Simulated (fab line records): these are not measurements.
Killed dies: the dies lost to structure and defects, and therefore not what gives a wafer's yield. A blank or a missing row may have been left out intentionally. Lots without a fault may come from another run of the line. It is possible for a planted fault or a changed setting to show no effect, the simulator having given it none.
The tool behind it: which one? / flow berkeley cmos170 / 6 lots with 18 wafers sampled at 3 steps, on a route of 331 steps

## WHAT THE GAUGES SHOWED, per wafer
UCB170_SILICIDE_RS_MEAS_02: uses a four-point probe to measure.
lot=L622; measured=day 6 11:44; on=film metro-02; SILICIDE_TI_RS (ohm/sq)=25.0 24.6 24.7
lot=L623; measured=day 7 04:25; on=film metro-02; SILICIDE_TI_RS (ohm/sq)=24.6 24.5 24.5
lot=L631; measured=day 8 22:58; on=film metro-04; SILICIDE_TI_RS (ohm/sq)=24.6 24.5 24.7
lot=L636; measured=day 10 01:14; on=film metro-02; SILICIDE_TI_RS (ohm/sq)=24.4 24.4 24.2
lot=L638; measured=day 10 16:25; on=film metro-03; SILICIDE_TI_RS (ohm/sq)=24.0 24.2 24.0
lot=L643; measured=day 11 11:35; on=film metro-02; SILICIDE_TI_RS (ohm/sq)=24.6 24.7 24.6

## EACH LOT AND THE TOOL THAT RAN IT (in order: tool; ch and the chambers of the sampled wafers; start)
lot=L622; UCB170_PWELL_STRIP_16=plasma asher-01 ch 0,1, day 3 02:08; UCB170_SILICIDE_SPUTTER_01=pvd sputter-04, day 6 11:38
lot=L623; UCB170_PWELL_STRIP_16=plasma asher-04 ch 0,1, day 3 14:35; UCB170_SILICIDE_SPUTTER_01=pvd sputter-02, day 7 04:23
lot=L631; UCB170_PWELL_STRIP_16=plasma asher-01 ch 0,1, day 5 02:23; UCB170_SILICIDE_SPUTTER_01=pvd sputter-04, day 8 22:56
lot=L636; UCB170_PWELL_STRIP_16=plasma asher-03 ch 0,1, day 5 22:43; UCB170_SILICIDE_SPUTTER_01=pvd sputter-04, day 10 01:13
lot=L638; UCB170_PWELL_STRIP_16=plasma asher-04 ch 0,1, day 6 16:19; UCB170_SILICIDE_SPUTTER_01=pvd sputter-02, day 10 16:22
lot=L643; UCB170_PWELL_STRIP_16=plasma asher-01 ch 0,1, day 7 16:16; UCB170_SILICIDE_SPUTTER_01=pvd sputter-02, day 11 11:31
- UCB170_PWELL_STRIP_16: strips in O2.
- UCB170_SILICIDE_SPUTTER_01: material Ti, target thk 30 nm, time 26.25 s.

## THE ANSWER, worked out from the rows above alone
Rule: what is usual is taken from the lots themselves. The widest of any qualifying gaps counts: lots, ordered by their means at a reading, are off when they make up no more than a third of the lots, leave a main group of 4 or more, and stand apart from it by 3 or more times the standard deviation of that group's means. A main group is skipped when, at the precision printed for the reading in the tables above, its means are all equal. A lot without any number at a reading at which 4 lots or more have one is off too. Any other lot the step has rows for is counted as sound.
None of the lots is off at any reading shown; this tells nothing.

## WHAT THE SIMULATOR HAD PUT IN
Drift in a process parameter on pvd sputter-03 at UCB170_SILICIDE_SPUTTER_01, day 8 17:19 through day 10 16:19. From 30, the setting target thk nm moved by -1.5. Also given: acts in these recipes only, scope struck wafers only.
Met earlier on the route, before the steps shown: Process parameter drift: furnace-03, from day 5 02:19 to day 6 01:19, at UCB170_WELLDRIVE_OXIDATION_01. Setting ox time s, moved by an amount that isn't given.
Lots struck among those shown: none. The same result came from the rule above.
